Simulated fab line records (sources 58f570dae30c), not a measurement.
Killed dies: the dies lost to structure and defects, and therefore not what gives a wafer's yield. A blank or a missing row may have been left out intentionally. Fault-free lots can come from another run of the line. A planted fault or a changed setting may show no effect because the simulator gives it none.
Which tool is to blame? ; flow berkeley cmos170 ; 21 wafers from 7 lots sampled at 2 of the route's 331 steps

== WHAT THE GAUGES SHOWED, per wafer ==
UCB170_NWELL_THK_MEAS_05.
lot;measured;on;NWELL_NITRIDE_THK (nm)
L228;day 2 10:12;film metro-01;223.8 221.6 223.7
L233;day 3 12:01;film metro-02;224.1 225.0 225.9
L234;day 3 20:40;film metro-01;226.7 228.3 224.7
L237;day 4 09:19;film metro-01;227.9 227.3 228.5
L246;day 5 23:46;film metro-01;224.9 224.7 227.0
L250;day 6 17:25;film metro-04;222.8 223.9 222.4
L251;day 7 06:58;film metro-01;223.4 223.1 221.8

== TOOL THAT RAN EACH LOT (tool first, then ch and the chambers of the sampled wafers, then the start) ==
lot;UCB170_ZERO_STRIP_07
L228;plasma asher-03 ch 0,1, day 1 23:13
L233;plasma asher-02 ch 0,1, day 3 01:52
L234;plasma asher-01 ch 0,1, day 3 07:27
L237;plasma asher-02 ch 0,1, day 3 17:07
L246;plasma asher-01 ch 0,1, day 5 13:39
L250;plasma asher-03 ch 0,1, day 6 08:32
L251;plasma asher-02 ch 0,1, day 6 19:00
- UCB170_ZERO_STRIP_07: strips in O2.

== THE ANSWER, worked out from the rows above alone ==
Rule: usual is defined by the lots themselves. Put in order of their means at a reading, lots are off if they are a third of the lots or fewer, leave a main group of 4 or more, and stand apart from it by a gap of 3 or more times the standard deviation of the main group's means; of several such gaps the widest counts. Not used: any main group whose means are identical at the precision the tables above print for the reading. Also off: a lot with no number at a reading for which 4 or more lots have one. Any other lot the step has rows for is counted as sound.
Nothing can be told from this: no lot is off at any reading shown.

== WHAT THE SIMULATOR PUT IN ==
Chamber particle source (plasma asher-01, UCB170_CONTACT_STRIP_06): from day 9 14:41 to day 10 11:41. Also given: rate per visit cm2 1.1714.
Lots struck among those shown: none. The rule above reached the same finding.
